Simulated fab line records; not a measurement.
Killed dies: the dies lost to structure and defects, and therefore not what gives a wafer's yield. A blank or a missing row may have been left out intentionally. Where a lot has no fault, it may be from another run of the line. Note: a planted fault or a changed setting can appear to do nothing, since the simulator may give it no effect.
Check of tool commonality / flow berkeley cmos170 / 14 lots and 42 wafers in the sample

WHAT PROMPTED THE OPENING
Of 14 lots, 2 have the reading NSD_RS flagged at UCB170_SDANNEAL_RS_MEAS_03. Fault-free wafers read 37.29 ohm/sq, with a standard deviation of 0.11.
Rule: a lot is flagged when every wafer of it that has a number lies more than 4 standard deviations from that mean, or none has a number. The rest of the lots are taken to be sound.

lot=L893; measured=day 6 13:25; on=film metro-01; NSD_RS (ohm/sq), wafer by wafer=37.31 37.27 37.29; flag=
lot=L895; measured=day 7 06:29; on=film metro-01; NSD_RS (ohm/sq), wafer by wafer=37.25 37.15 37.21; flag=
lot=L896; measured=day 7 06:43; on=film metro-02; NSD_RS (ohm/sq), wafer by wafer=37.17 37.13 37.17; flag=
lot=L897; measured=day 7 12:44; on=film metro-03; NSD_RS (ohm/sq), wafer by wafer=37.16 37.10 37.19; flag=
lot=L899; measured=day 7 17:50; on=film metro-02; NSD_RS (ohm/sq), wafer by wafer=37.40 37.41 37.25; flag=
lot=L898; measured=day 7 17:59; on=film metro-03; NSD_RS (ohm/sq), wafer by wafer=37.29 37.30 37.22; flag=
lot=L900; measured=day 7 18:14; on=film metro-01; NSD_RS (ohm/sq), wafer by wafer=36.99 37.07 37.11; flag=
lot=L901; measured=day 8 10:35; on=film metro-01; NSD_RS (ohm/sq), wafer by wafer=30.38 30.28 30.36; flag=FLAGGED
lot=L907; measured=day 9 09:46; on=film metro-02; NSD_RS (ohm/sq), wafer by wafer=30.45 30.53 30.41; flag=FLAGGED
lot=L912; measured=day 10 12:07; on=film metro-01; NSD_RS (ohm/sq), wafer by wafer=37.27 37.26 37.27; flag=
lot=L911; measured=day 10 12:19; on=film metro-03; NSD_RS (ohm/sq), wafer by wafer=37.36 37.34 37.31; flag=
lot=L913; measured=day 10 12:59; on=film metro-02; NSD_RS (ohm/sq), wafer by wafer=37.45 37.39 37.36; flag=
lot=L914; measured=day 10 20:38; on=film metro-01; NSD_RS (ohm/sq), wafer by wafer=37.43 37.37 37.29; flag=
lot=L915; measured=day 10 21:00; on=film metro-03; NSD_RS (ohm/sq), wafer by wafer=37.21 37.18 37.26; flag=
Average over the flagged lots: 30.40 ohm/sq; offset from the usual -6.89 ohm/sq, equal to -63 standard deviations.

LOT BY LOT: THE TOOL USED
The record holds 2 process steps before the reading, out of a route of 331 steps. In each cell: the tool, then ch and the chambers that the sampled wafers went through, then the start.
lot=L893; flag=; UCB170_NSD_IMPLANT_08=implanter-01 ch 0, day 6 11:33; UCB170_NSD_STRIP_09=plasma asher-04 ch 0,1, day 6 11:41
lot=L895; flag=; UCB170_NSD_IMPLANT_08=implanter-04 ch 0, day 7 05:01; UCB170_NSD_STRIP_09=plasma asher-04 ch 0, day 7 05:10
lot=L896; flag=; UCB170_NSD_IMPLANT_08=implanter-03 ch 0, day 7 05:16; UCB170_NSD_STRIP_09=plasma asher-02 ch 0,1, day 7 05:25
lot=L897; flag=; UCB170_NSD_IMPLANT_08=implanter-04 ch 0, day 7 09:03; UCB170_NSD_STRIP_09=plasma asher-02 ch 0,1, day 7 09:10
lot=L899; flag=; UCB170_NSD_IMPLANT_08=implanter-01 ch 0, day 7 16:09; UCB170_NSD_STRIP_09=plasma asher-02 ch 0,1, day 7 16:17
lot=L898; flag=; UCB170_NSD_IMPLANT_08=implanter-04 ch 0, day 7 16:23; UCB170_NSD_STRIP_09=plasma asher-01 ch 0,1, day 7 16:32
lot=L900; flag=; UCB170_NSD_IMPLANT_08=implanter-01 ch 0, day 7 16:47; UCB170_NSD_STRIP_09=plasma asher-04 ch 0,1, day 7 16:55
lot=L901; flag=FLAGGED; UCB170_NSD_IMPLANT_08=implanter-01 ch 0, day 8 09:06; UCB170_NSD_STRIP_09=plasma asher-04 ch 0,1, day 8 09:15
lot=L907; flag=FLAGGED; UCB170_NSD_IMPLANT_08=implanter-01 ch 0, day 9 08:09; UCB170_NSD_STRIP_09=plasma asher-04 ch 0,1, day 9 08:17
lot=L912; flag=; UCB170_NSD_IMPLANT_08=implanter-04 ch 0, day 10 10:28; UCB170_NSD_STRIP_09=plasma asher-02 ch 0,1, day 10 10:37
lot=L911; flag=; UCB170_NSD_IMPLANT_08=implanter-03 ch 0, day 10 10:46; UCB170_NSD_STRIP_09=plasma asher-02 ch 0,1, day 10 10:54
lot=L913; flag=; UCB170_NSD_IMPLANT_08=implanter-04 ch 0, day 10 10:59; UCB170_NSD_STRIP_09=plasma asher-01 ch 0,1, day 10 11:08
lot=L914; flag=; UCB170_NSD_IMPLANT_08=implanter-03 ch 0, day 10 19:11; UCB170_NSD_STRIP_09=plasma asher-02 ch 0,1, day 10 19:19
lot=L915; flag=; UCB170_NSD_IMPLANT_08=implanter-04 ch 0, day 10 19:32; UCB170_NSD_STRIP_09=plasma asher-04 ch 0,1, day 10 19:41
What is done by these steps:
- UCB170_NSD_IMPLANT_08
- UCB170_NSD_STRIP_09: strips in O2.
- UCB170_SDANNEAL_RS_MEAS_03: measures by four-point-probe.

FLAGGED AGAINST TOTAL, ONE TOOL AT A TIME (gauges that did the reading follow at the end)
step=UCB170_NSD_IMPLANT_08; tool=implanter-01; lots run=5; flagged=2; share of the flagged lots=all; sound lots run after its first flagged lot=0
step=UCB170_NSD_IMPLANT_08; tool=implanter-03; lots run=3; flagged=0; share of the flagged lots=none; sound lots run after its first flagged lot=-
step=UCB170_NSD_IMPLANT_08; tool=implanter-04; lots run=6; flagged=0; share of the flagged lots=none; sound lots run after its first flagged lot=-
step=UCB170_NSD_STRIP_09; tool=plasma asher-01; lots run=2; flagged=0; share of the flagged lots=none; sound lots run after its first flagged lot=-
step=UCB170_NSD_STRIP_09; tool=plasma asher-02; lots run=6; flagged=0; share of the flagged lots=none; sound lots run after its first flagged lot=-
step=UCB170_NSD_STRIP_09; tool=plasma asher-04; lots run=6; flagged=2; share of the flagged lots=all; sound lots run after its first flagged lot=1 (L915)
step=UCB170_SDANNEAL_RS_MEAS_03; tool=film metro-01; lots run=6; flagged=1; share of the flagged lots=some; sound lots run after its first flagged lot=2 (L912,L914)
step=UCB170_SDANNEAL_RS_MEAS_03; tool=film metro-02; lots run=4; flagged=1; share of the flagged lots=some; sound lots run after its first flagged lot=1 (L913)
step=UCB170_SDANNEAL_RS_MEAS_03; tool=film metro-03; lots run=4; flagged=0; share of the flagged lots=none; sound lots run after its first flagged lot=-

THE TABLE: WHAT IT ALLOWS
In 2 table rows, all flagged lots were run: implanter-01 (UCB170_NSD_IMPLANT_08), plasma asher-04 (UCB170_NSD_STRIP_09).
- implanter-01 at UCB170_NSD_IMPLANT_08 ran 5 lots, 2 of them flagged. A fault beginning between L900 (day 7 16:47), its last sound lot, and L901 (day 8 09:06), its first flagged one, fits the data. Its own readings lie more than 4 standard deviations out on every wafer of the flagged lots: beam on s, dose ions cm2, faraday current uA.
- plasma asher-04 at UCB170_NSD_STRIP_09 ran 6 lots, 2 of them flagged. Sound lots ran on it after the first flagged one (L915), which a lasting fault on the whole tool wouldn't allow. Its own readings lie more than 4 standard deviations out on every wafer of the flagged lots: oes product au, strip time to endpoint s.
One tool is left: implanter-01 at UCB170_NSD_IMPLANT_08.

WHAT WAS PUT IN BY THE SIMULATOR
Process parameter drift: implanter-01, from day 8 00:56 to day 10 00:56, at UCB170_NSD_IMPLANT_08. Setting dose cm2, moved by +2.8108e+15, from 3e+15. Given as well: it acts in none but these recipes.
Struck lots among those shown: L901, L907. The rule given above showed the same thing.
